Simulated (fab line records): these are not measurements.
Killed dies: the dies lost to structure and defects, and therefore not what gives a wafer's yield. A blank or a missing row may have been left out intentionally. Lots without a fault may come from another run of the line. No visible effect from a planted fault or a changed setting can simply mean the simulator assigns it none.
fab line records	flow ritCmos
record: lots: 13	wafers: 39	lastDay: 7
route steps=202 shown NWELL@38 NRETRO@62 NLDD@112 PLDD@124 SDANNEAL@156 M1@202
lots untouched by any fault: they come from a run of this same line in which no faults occurred
startH: hours from the record's opening day to when the first of the lot's shown wafers began	waitH: time in hours since the lot's previous step	" identical to the entry in the row above	L1.1+2: one row covering several wafers at once	- no value, or no start was given	* or withheld: withheld	< > ~ a bound
route shown NAME@n: NAME is a module with steps in the file, n the number in the route of the first one	usual: mean/standard deviation taken from wafers without a fault	same: alike in all rows	chamber/n: place in a boat	sites: each site's reading	_std_site: standard deviation across them	_edge_site: outer sites' mean less inner sites'	radiusMm: for every site, how far away it sits from the centre of the wafer	mask NAME#n: copy n	behind: the tool/chamber that last shaped the wafer	hold: what put the lot on hold/how long, in hours/how the hold closed	device: whichever transistor did not switch (one of n, p or np)	end of line: the tests these same wafers got at the end of their route	for a step that has no rows: nothing shown but its recipe	killed: at the first sort, the dies lost to defects and structure; wafer yield is something else	map: per-die view of a wafer (x killed, . not killed, _ where there is no die)
set.NAME: setting as actually run; set.NAME@STEP: the setting as run at that earlier step	model.NAME: the simulator's own value behind a step, which no gauge read
the route's steps for a sample of lots (tables are steps, rows are wafers)
services: when a tool's chamber went out of use (startH, in hours from the record's first day, below 0 if earlier), for how many hours, and the reason
== steps ==
step: RIT_NWELL_TW_MEAS_10
usual: NWELL_TW: 2138/22
lot.wafer	tool	chamber	startH	waitH	NWELL_TW
L165.1	filmMetro-02	-	31.02	0.1	2160
L165.3	"	-	"	"	2167
L165.4	"	-	"	"	2165
L166.1	filmMetro-02	-	34.64	0.1	2163
L166.2	"	-	"	"	2164
L166.3	"	-	"	"	2158
L167.3	filmMetro-04	-	34.91	0.1	2107
L167.5	"	-	"	"	2103
L167.6	"	-	"	"	2115
L168.1	filmMetro-02	-	43.16	0.2	2168
L168.2	"	-	"	"	2172
L168.3	"	-	"	"	2165
L169.2	filmMetro-04	-	46.78	0.1	2099
L169.3	"	-	"	"	2105
L169.6	"	-	"	"	2100
L171.1	filmMetro-04	-	52.72	0.4	2125
L171.3	"	-	"	"	2120
L171.5	"	-	"	"	2116
L172.3	filmMetro-03	-	58.07	0.1	2136
L172.4	"	-	"	"	2134
L172.6	"	-	"	"	2137
L180.3	filmMetro-03	-	99.27	0.1	2143
L180.4	"	-	"	"	2135
L180.6	"	-	"	"	2144
L183.1	filmMetro-03	-	112.53	0.1	2151
L183.2	"	-	"	"	2144
L183.6	"	-	"	"	2136
L184.1	filmMetro-03	-	118.71	0.1	2147
L184.3	"	-	"	"	2148
L184.6	"	-	"	"	2136
L185.2	filmMetro-03	-	122.75	0.1	2119
L185.4	"	-	"	"	2131
L185.6	"	-	"	"	2136
L187.1	filmMetro-02	-	133.80	0.1	2144
L187.4	"	-	"	"	2145
L187.6	"	-	"	"	2141
L188.1	filmMetro-04	-	137.52	0.1	2114
L188.2	"	-	"	"	2097
L188.6	"	-	"	"	2118
step: RIT_NRETRO_STRIP_09
recipe: chemistry: O2	timeS: 180	resist: NOVOLAK	platenTempC: withheld	powerW: 500	pressureMtorr: 4000	o2FlowSccm: 4000
usual: chamberPressureMTorr: 4000/3.7	drypumpMotorCurrentA: 5.8/0.52	runLengthS: 208.4/0.54
lot.wafer	tool	chamber	startH	waitH	chamberPressureMTorr	drypumpMotorCurrentA	rfHoursCounterH	runLengthS
L165.1	plasmaAsher-04	1	40.91	0.1	3995	5.2	23	207.9
L165.3	"	1	"	"	4003	5.1	-	207.8
L165.4	"	0	"	"	4000	5.6	-	207.9
L166.1	plasmaAsher-03	1	45.05	0.1	4004	6.7	41	209.1
L166.2	"	0	"	"	3999	5.9	41	208.8
L166.3	"	0	"	"	4005	5.9	-	208.8
L167.3	plasmaAsher-04	0	45.35	0.1	4004	5.6	-	207.6
L167.5	"	0	"	"	4000	5.6	-	207.7
L167.6	"	1	"	"	3994	5.1	-	207.9
L168.1	plasmaAsher-04	0	51.63	0.1	3997	5.7	25	207.6
L168.2	"	1	"	"	4009	5.2	25	208.0
L168.3	"	0	"	"	3994	5.7	-	207.8
L169.2	plasmaAsher-03	0	55.99	0.1	3999	5.9	43	209.0
L169.3	"	1	"	"	3998	6.7	-	209.4
L169.6	"	1	"	"	3995	6.7	-	209.0
L171.1	plasmaAsher-03	0	62.39	0.1	3997	5.9	43	208.5
L171.3	"	1	"	"	4004	6.7	-	208.8
L171.5	"	0	"	"	4000	5.9	-	208.8
L172.3	plasmaAsher-03	1	66.68	0.1	3996	6.7	-	209.0
L172.4	"	0	"	"	4002	5.9	-	208.8
L172.6	"	0	"	"	3993	5.9	-	208.6
L180.3	plasmaAsher-03	1	108.48	0.1	3996	6.7	-	208.8
L180.4	"	0	"	"	4001	5.9	-	208.7
L180.6	"	1	"	"	4006	6.7	-	209.0
L183.1	plasmaAsher-03	1	122.78	0.1	4000	6.7	1	209.2
L183.2	"	0	"	"	4005	5.9	1	208.7
L183.6	"	1	"	"	4009	6.7	-	209.5
L184.1	plasmaAsher-03	1	127.89	0.1	4002	6.7	1	209.5
L184.3	"	0	"	"	4002	5.9	-	208.8
L184.6	"	1	"	"	3994	6.7	-	208.7
L185.2	plasmaAsher-02	1	132.92	0.1	3997	5.5	50	207.7
L185.4	"	0	"	"	3995	5.6	-	208.0
L185.6	"	1	"	"	3997	5.5	-	208.0
L187.1	plasmaAsher-03	0	143.39	0.1	3998	5.9	3	208.9
L187.4	"	1	"	"	3994	6.7	-	209.2
L187.6	"	1	"	"	4000	6.7	-	209.1
L188.1	plasmaAsher-03	0	146.25	0.1	3999	6.0	3	209.2
L188.2	"	1	"	"	3994	6.7	3	208.9
L188.6	"	1	"	"	4002	6.7	-	209.1
step: RIT_NLDD_STRIP_09
recipe: chemistry: O2	timeS: 180	resist: NOVOLAK	platenTempC: withheld	powerW: 500	pressureMtorr: 4000	o2FlowSccm: 4000
usual: chamberPressureMTorr: 4000/4	drypumpMotorCurrentA: 5.5/0.4	runLengthS: 208.2/0.43
lot.wafer	tool	chamber	startH	waitH	chamberPressureMTorr	drypumpMotorCurrentA	rfHoursCounterH	runLengthS
L165.1	plasmaAsher-03	0	54.54	0.1	3994	5.9	43	208.5
L165.3	"	0	"	"	4001	5.9	-	208.9
L165.4	"	1	"	"	3994	6.7	-	209.2
L167.3	plasmaAsher-01	1	58.97	0.1	4004	5.2	-	208.9
L167.5	"	1	"	"	4005	5.2	-	208.3
L167.6	"	0	"	"	4003	5.5	-	208.3
L166.1	plasmaAsher-04	1	59.15	0.1	3995	5.1	26	208.5
L166.2	"	0	"	"	3994	5.7	26	207.9
L166.3	"	0	"	"	4004	5.6	-	207.5
L168.1	plasmaAsher-04	1	65.37	0.1	3999	5.2	26	207.8
L168.2	"	0	"	"	3998	5.6	26	207.6
L168.3	"	1	"	"	4003	5.1	-	207.8
L169.2	plasmaAsher-01	0	69.07	0.1	3993	5.5	38	208.1
L169.3	"	0	"	"	3999	5.5	-	208.6
L169.6	"	1	"	"	3996	5.1	-	208.1
L171.1	plasmaAsher-04	0	77.58	0.1	4010	5.6	27	207.9
L171.3	"	1	"	"	3999	5.2	-	208.0
L171.5	"	1	"	"	3993	5.1	-	207.7
L172.3	plasmaAsher-01	1	83.69	0.1	4000	5.1	-	72.1
L172.4	"	0	"	"	4000	5.5	-	72.2
L172.6	"	1	"	"	3996	5.1	-	72.5
L180.3	plasmaAsher-04	1	124.14	0.1	3993	5.2	-	208.0
L180.4	"	0	"	"	3992	5.7	-	207.7
L180.6	"	0	"	"	4001	5.7	-	207.6
L183.1	plasmaAsher-01	1	138.22	0.1	4002	5.2	46	208.3
L183.2	"	0	"	"	4000	5.6	46	208.2
L183.6	"	1	"	"	4001	5.1	-	207.9
L184.1	plasmaAsher-01	1	141.10	0.1	4001	5.1	47	208.1
L184.3	"	1	"	"	3995	5.1	-	208.1
L184.6	"	0	"	"	4000	5.5	-	208.2
L185.2	plasmaAsher-04	1	145.96	0.1	4003	5.1	35	208.3
L185.4	"	1	"	"	4005	5.1	-	208.0
L185.6	"	1	"	"	3993	5.1	-	207.8
L187.1	plasmaAsher-03	1	157.63	0.1	4005	6.7	4	208.9
L187.4	"	1	"	"	3994	6.7	-	209.1
L187.6	"	1	"	"	4000	6.7	-	209.5
L188.1	plasmaAsher-04	0	161.86	0.1	4002	5.7	37	207.9
L188.2	"	1	"	"	4004	5.1	37	208.0
L188.6	"	1	"	"	4002	5.2	-	208.2
step: RIT_PLDD_TW_MEAS_10
usual: PLDD_TW: 2332/16
lot.wafer	tool	chamber	startH	waitH	hold	PLDD_TW
L165.1	filmMetro-03	-	56.26	0.1	-	2327
L165.3	"	-	"	"	-	2333
L165.4	"	-	"	"	-	2323
L167.3	filmMetro-01	-	60.65	0.1	-	2337
L167.5	"	-	"	"	-	2350
L167.6	"	-	"	"	-	2345
L166.1	filmMetro-01	-	60.86	0.1	-	2351
L166.2	"	-	"	"	-	2349
L166.3	"	-	"	"	-	2339
L168.1	filmMetro-04	-	67.09	0.1	-	2303
L168.2	"	-	"	"	-	2326
L168.3	"	-	"	"	-	2315
L169.2	filmMetro-01	-	70.80	0.1	-	2350
L169.3	"	-	"	"	-	2339
L169.6	"	-	"	"	-	2345
L171.1	filmMetro-03	-	79.30	0.1	-	2322
L171.3	"	-	"	"	-	2319
L171.5	"	-	"	"	-	2327
L172.3	filmMetro-01	-	85.42	0.1	awaitDispo/0.2h/release	30
L172.4	"	-	"	"	awaitDispo/0.2h/release	30
L172.6	"	-	"	"	awaitDispo/0.2h/release	30
L172.3	filmMetro-01	-	85.64	0.2	-	30
L172.4	"	-	"	"	-	30
L172.6	"	-	"	"	-	30
L180.3	filmMetro-03	-	125.70	0.1	-	2343
L180.4	"	-	"	"	-	2336
L180.6	"	-	"	"	-	2332
L183.1	filmMetro-04	-	139.82	0.1	-	2294
L183.2	"	-	"	"	-	2309
L183.6	"	-	"	"	-	2314
L184.1	filmMetro-04	-	142.70	0.1	-	2307
L184.3	"	-	"	"	-	2307
L184.6	"	-	"	"	-	2316
L185.2	filmMetro-04	-	147.76	0.1	-	2322
L185.4	"	-	"	"	-	2327
L185.6	"	-	"	"	-	2325
L187.1	filmMetro-04	-	159.35	0.1	-	2317
L187.4	"	-	"	"	-	2324
L187.6	"	-	"	"	-	2317
L188.1	filmMetro-03	-	163.73	0.1	-	2338
L188.2	"	-	"	"	-	2335
L188.6	"	-	"	"	-	2357
step: RIT_SDANNEAL_RTA_03
recipe: tempC: 1050	timeS: 5	idleTempC: 600	rampUpCPerS: 342	rampDownCPerS: 171	coolToC: 600	ambient: N2
usual: annealTempCMax: 1056.6/1.7	wafer_temp_C_max: 1053.5/1.1
lot.wafer	tool	chamber	startH	waitH	annealTempCMax	wafer_temp_C_max
L165.1	rtpAnneal-01	0	62.36	0.0	1054.8	1052.4
L165.3	"	0	"	"	1054.1	1053.1
L165.4	"	0	"	"	1054.6	1053.0
L167.3	rtpAnneal-02	0	66.55	0.0	1059.3	1051.5
L167.5	"	0	"	"	1056.9	1052.8
L167.6	"	0	"	"	1055.9	1055.2
L166.1	rtpAnneal-01	0	68.58	0.0	1054.6	1054.3
L166.2	"	0	"	"	1054.6	1051.6
L166.3	"	0	"	"	1054.4	1052.4
L168.1	rtpAnneal-02	0	73.39	0.0	1056.9	1053.2
L168.2	"	0	"	"	1058.2	1052.3
L168.3	"	0	"	"	1057.5	1055.6
L169.2	rtpAnneal-01	0	77.95	0.0	1055.6	1053.3
L169.3	"	0	"	"	1054.6	1056.1
L169.6	"	0	"	"	1055.3	1053.2
L171.1	rtpAnneal-01	0	85.54	0.0	1056.6	1053.1
L171.3	"	0	"	"	1054.7	1052.0
L171.5	"	0	"	"	1057.1	1052.1
L180.3	rtpAnneal-02	0	131.69	0.0	1056.8	1052.0
L180.4	"	0	"	"	1058.2	1051.8
L180.6	"	0	"	"	1057.6	1053.2
L183.1	rtpAnneal-01	0	145.75	0.0	1054.7	1053.5
L183.2	"	0	"	"	1054.1	1054.2
L183.6	"	0	"	"	1053.7	1053.5
L184.1	rtpAnneal-02	0	149.81	0.0	1058.8	1054.8
L184.3	"	0	"	"	1058.0	1055.2
L184.6	"	0	"	"	1057.2	1054.9
L185.2	rtpAnneal-01	0	153.84	0.0	1056.2	1054.0
L185.4	"	0	"	"	1054.8	1053.7
L185.6	"	0	"	"	1055.8	1052.9
L187.1	rtpAnneal-01	0	165.16	0.0	1056.3	1053.4
L187.4	"	0	"	"	1054.5	1053.5
L187.6	"	0	"	"	1054.1	1053.0
L188.1	rtpAnneal-02	0	169.94	0.0	1057.7	1053.6
L188.2	"	0	"	"	1055.4	1052.0
L188.6	"	0	"	"	1057.3	1053.8
step: RIT_M1_PROBE_99
usual: defectLimitedYield: 97.5/1.2	killedAtContacts: 0.0/0.18	killedAtFrontEnd: 7/3	killedDies: 7/3	killedOpen: 3.6/1.9	killedShort: 3.2/1.8	sort_bin_3_pad_short: 0.1/0.22	sort_bin_5_function: 1.4/0.77	sort_bin_6_memory: 1.0/0.63	sortNPass: 257/3	sortYieldPct: 97.5/1.2
same: grossDies: 264	killed_at_M0_to_M3: 0	killed_at_M4_up: 0	killedAtBackSide: 0	killedAtOther: 0
lot.wafer	tool	chamber	startH	waitH	defectLimitedYield[%]	killedAtContacts	killedAtFrontEnd	killedDies	killedOpen	killedShort	sort_bin_3_pad_short[%]	sort_bin_5_function[%]	sort_bin_6_memory[%]	sortNPass	sortYieldPct[%]
L165.1	prober-02	-	70.17	0.1	94.3	0	15	15	9	6	0.8	1.9	3.0	249	94.3
L165.3	prober-02	-	70.27	0.2	96.6	0	9	9	4	5	0	1.9	1.5	255	96.6
L165.4	prober-02	-	70.32	0.2	98.9	0	3	3	1	2	0	0.4	0.8	261	98.9
L167.3	prober-01	-	74.23	0.2	99.2	0	2	2	1	1	0	0.8	0	262	99.2
L167.5	prober-01	-	74.33	0.2	98.1	0	5	5	3	2	0.4	1.1	0.4	259	98.1
L167.6	prober-01	-	74.38	0.2	98.5	0	4	4	3	1	0	1.1	0.4	260	98.5
L166.1	prober-02	-	75.88	0.1	96.2	0	10	10	6	4	0	1.5	2.3	254	96.2
L166.2	prober-02	-	75.93	0.1	97.7	0	6	6	4	2	0	1.1	1.1	258	97.7
L166.3	prober-02	-	75.98	0.2	95.1	0	13	13	7	6	0	3.0	1.9	251	95.1
L168.1	prober-01	-	80.85	0.1	97.0	0	8	8	5	3	0	2.7	0.4	256	97.0
L168.2	prober-01	-	80.90	0.1	98.1	0	5	5	4	1	0	1.1	0.8	259	98.1
L168.3	prober-01	-	80.95	0.2	94.7	0	14	14	8	6	0.8	2.7	1.9	250	94.7
L169.2	prober-02	-	85.46	0.1	98.9	0	3	3	3	0	0	0.4	0.8	261	98.9
L169.3	prober-02	-	85.51	0.2	98.9	0	3	3	2	1	0.4	0.8	0	261	98.9
L169.6	prober-02	-	85.66	0.2	98.5	0	4	4	3	1	0	1.1	0.4	260	98.5
L171.1	prober-02	-	92.87	0.1	97.0	0	8	8	4	4	0	1.5	1.5	256	97.0
L171.3	prober-02	-	92.97	0.2	98.1	0	5	5	4	1	0	1.5	0.4	259	98.1
L171.5	prober-02	-	93.07	0.2	97.3	0	7	7	5	2	0	1.5	1.1	257	97.3
L180.3	prober-01	-	139.37	0.2	97.3	0	7	7	6	1	0	1.1	1.5	257	97.3
L180.4	prober-01	-	139.42	0.2	97.3	0	7	7	5	2	0	1.9	0.8	257	97.3
L180.6	prober-01	-	139.52	0.2	97.0	0	8	8	5	3	0	1.9	1.1	256	97.0
L183.1	prober-02	-	153.21	0.1	98.5	0	4	4	2	2	0.4	0.4	0.8	260	98.5
L183.2	prober-02	-	153.26	0.1	97.0	0	8	8	4	4	0.4	1.1	1.5	256	97.0
L183.6	prober-02	-	153.46	0.2	97.7	0	6	6	2	4	0	0.8	1.5	258	97.7
L184.1	prober-01	-	157.55	0.1	95.5	0	12	12	7	5	0.4	1.5	2.7	252	95.5
L184.3	prober-01	-	157.65	0.2	97.7	0	6	6	3	3	0	1.5	0.8	258	97.7
L184.6	prober-01	-	157.80	0.2	97.7	0	6	6	3	3	0	1.5	0.8	258	97.7
L185.2	prober-02	-	161.28	0.1	97.7	0	6	6	2	4	0	1.5	0.8	258	97.7
L185.4	prober-02	-	161.38	0.2	97.3	1	6	7	2	5	0	0.8	1.9	257	97.3
L185.6	prober-02	-	161.48	0.2	98.1	0	5	5	4	1	0	0.8	1.1	259	98.1
L187.1	prober-02	-	172.64	0.1	98.9	0	3	3	1	2	0.4	0.8	0	261	98.9
L187.4	prober-02	-	172.79	0.2	98.1	0	5	5	5	0	0	1.1	0.8	259	98.1
L187.6	prober-02	-	172.89	0.2	98.1	0	5	5	1	4	0	0.8	1.1	259	98.1
L188.1	prober-01	-	177.66	0.1	97.0	0	8	8	4	4	0	1.1	1.9	256	97.0
L188.2	prober-01	-	177.71	0.1	98.9	0	3	3	3	0	0	0.8	0.4	261	98.9
L188.6	prober-01	-	177.91	0.2	97.7	0	6	6	3	3	0	1.5	0.8	258	97.7
killed by level:class
L165.1 GATE:geometricParticle:open=3 SILICIDE:geometricParticle:short=3 GATE:geometricParticle:short=2 REOX:geometricParticle:open=2 SILICIDE:geometricParticle:open=2 FOX2:geometricParticle:open=1 REOX:geometricParticle:short=1 SPACER:geometricParticle:open=1
L165.3 GATE:geometricParticle:open=4 REOX:geometricParticle:short=2 FOX1:geometricParticle:short=1 GATE:geometricParticle:short=1 SILICIDE:geometricParticle:short=1
L165.4 SILICIDE:geometricParticle:short=2 GATE:geometricParticle:open=1
L167.3 REOX:geometricParticle:short=1 SPACER:geometricParticle:open=1
L167.5 FOX2:geometricParticle:open=1 GATE:geometricParticle:short=1 GATE:geometricParticle:open=1 SPACER:geometricParticle:open=1 SPACER:geometricParticle:short=1
L167.6 REOX:geometricParticle:open=2 FOX2:geometricParticle:open=1 SPACER:geometricParticle:short=1
L166.1 REOX:geometricParticle:short=2 REOX:geometricParticle:open=2 SPACER:geometricParticle:open=2 FOX2:geometricParticle:open=1 GATE:geometricParticle:open=1 SPACER:geometricParticle:short=1 SILICIDE:geometricParticle:short=1
L166.2 GATE:geometricParticle:short=2 SPACER:geometricParticle:open=2 GATE:geometricParticle:open=1 REOX:geometricParticle:open=1
L166.3 GATE:geometricParticle:short=4 GATE:geometricParticle:open=2 REOX:geometricParticle:short=2 REOX:geometricParticle:open=2 FOX1:geometricParticle:open=1 SPACER:geometricParticle:open=1 SILICIDE:geometricParticle:open=1
L168.1 FOX1:geometricParticle:open=2 FOX1:geometricParticle:short=1 GATE:geometricParticle:short=1 GATE:geometricParticle:open=1 REOX:geometricParticle:open=1 SPACER:geometricParticle:open=1 SILICIDE:geometricParticle:short=1
L168.2 GATE:geometricParticle:open=2 FOX2:geometricParticle:open=1 REOX:geometricParticle:open=1 SILICIDE:geometricParticle:short=1
L168.3 SPACER:geometricParticle:short=5 REOX:geometricParticle:open=2 SPACER:geometricParticle:open=2 SILICIDE:geometricParticle:open=2 FOX2:geometricParticle:open=1 GATE:geometricParticle:open=1 SILICIDE:geometricParticle:short=1
L169.2 FOX1:geometricParticle:open=1 GATE:geometricParticle:open=1 SILICIDE:geometricParticle:open=1
L169.3 FOX1:geometricParticle:short=1 GATE:geometricParticle:open=1 SILICIDE:geometricParticle:open=1
L169.6 FOX1:geometricParticle:open=1 GATE:geometricParticle:open=1 GATE:geometricParticle:short=1 SPACER:geometricParticle:open=1
L171.1 FOX2:geometricParticle:short=2 FOX1:geometricParticle:open=1 FOX2:geometricParticle:open=1 GATE:geometricParticle:short=1 REOX:geometricParticle:open=1 SPACER:geometricParticle:open=1 SILICIDE:geometricParticle:short=1
L171.3 GATE:geometricParticle:open=2 FOX1:geometricParticle:short=1 FOX1:geometricParticle:open=1 REOX:geometricParticle:open=1
L171.5 SPACER:geometricParticle:open=2 GATE:geometricParticle:short=1 GATE:geometricParticle:open=1 REOX:geometricParticle:short=1 REOX:geometricParticle:open=1 SILICIDE:geometricParticle:open=1
L180.3 REOX:geometricParticle:open=3 SILICIDE:geometricParticle:open=3 GATE:geometricParticle:short=1
L180.4 SILICIDE:geometricParticle:open=3 FOX2:geometricParticle:short=1 REOX:geometricParticle:open=1 SPACER:geometricParticle:open=1 SPACER:geometricParticle:short=1
L180.6 REOX:geometricParticle:open=3 GATE:geometricParticle:short=2 FOX1:geometricParticle:open=1 GATE:geometricParticle:open=1 SILICIDE:geometricParticle:short=1
L183.1 FOX1:geometricParticle:short=1 FOX2:geometricParticle:open=1 GATE:geometricParticle:short=1 REOX:geometricParticle:open=1
L183.2 FOX1:geometricParticle:short=2 GATE:geometricParticle:short=2 SILICIDE:geometricParticle:open=2 FOX1:geometricParticle:open=1 REOX:geometricParticle:open=1
L183.6 GATE:geometricParticle:open=2 GATE:geometricParticle:short=2 SILICIDE:geometricParticle:short=2
L184.1 SILICIDE:geometricParticle:open=3 FOX2:geometricParticle:open=2 SPACER:geometricParticle:short=2 FOX2:geometricParticle:short=1 GATE:geometricParticle:short=1 GATE:geometricParticle:open=1 REOX:geometricParticle:short=1 SPACER:geometricParticle:open=1
L184.3 SILICIDE:geometricParticle:short=2 FOX1:geometricParticle:open=1 FOX1:geometricParticle:short=1 GATE:geometricParticle:open=1 SILICIDE:geometricParticle:open=1
L184.6 GATE:geometricParticle:short=2 GATE:geometricParticle:open=2 ACTIVE:geometricParticle:short=1 REOX:geometricParticle:open=1
L185.2 SILICIDE:geometricParticle:short=3 GATE:geometricParticle:open=1 REOX:geometricParticle:short=1 SILICIDE:geometricParticle:open=1
L185.4 GATE:geometricParticle:short=3 FOX1:geometricParticle:open=1 SPACER:geometricParticle:short=1 SILICIDE:geometricParticle:short=1 CONTACT:geometricParticle:open=1
L185.6 FOX1:geometricParticle:open=2 SPACER:geometricParticle:open=2 GATE:geometricParticle:short=1
L187.1 GATE:geometricParticle:short=1 SPACER:geometricParticle:short=1 SILICIDE:geometricParticle:open=1
L187.4 FOX1:geometricParticle:open=2 SILICIDE:geometricParticle:open=2 SPACER:geometricParticle:open=1
L187.6 GATE:geometricParticle:short=3 FOX1:geometricParticle:short=1 GATE:geometricParticle:open=1
L188.1 GATE:geometricParticle:open=2 FOX1:geometricParticle:short=1 FOX2:geometricParticle:short=1 GATE:geometricParticle:short=1 REOX:geometricParticle:open=1 SPACER:geometricParticle:short=1 SPACER:geometricParticle:open=1
L188.2 GATE:geometricParticle:open=2 REOX:geometricParticle:open=1
L188.6 SILICIDE:geometricParticle:open=2 FOX1:geometricParticle:short=1 FOX1:geometricParticle:open=1 GATE:geometricParticle:short=1 SPACER:geometricParticle:short=1
== services ==
tool	chamber	startH	hours	kind
plasmaAsher-04	-	73.26	1.3	repair
plasmaAsher-03	-	108.75	9.0	pm
plasmaAsher-03	0	108.75	9.0	ventCycle
plasmaAsher-03	1	108.75	9.0	ventCycle
plasmaAsher-03	0	117.75	-	clean
plasmaAsher-03	1	117.75	-	clean
plasmaAsher-04	-	131.30	3.8	repair
plasmaAsher-02	-	153.93	14.6	pm
plasmaAsher-04	-	157.03	1.3	repair
== key ==
firstSign: step: RIT_NLDD_STRIP_09	reading: runLengthS	direction: down	sigmas: 99+	usual: *	struck: *
effect: step: RIT_PLDD_TW_MEAS_10	reading: visit	direction: added
effect: step: RIT_PLDD_TW_MEAS_10	reading: PLDD_TW	direction: down	sigmas: 99+	usual: 2332	struck: 30
metAt RIT_NLDD_STRIP_09
struckLots L172
scrappedBehind RIT_PLDD_TW_MEAS_10 L172.3,L172.4,L172.6
notActingAt RIT_NWELL_TW_MEAS_10,RIT_NRETRO_STRIP_09,RIT_SDANNEAL_RTA_03
onsetBetween 69.07 83.69
fault: kind: stripAborted	tool: plasmaAsher-01	chamber: -	onsetH: 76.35	steps: RIT_NLDD_STRIP_09	offset: 0.6	endH: 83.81
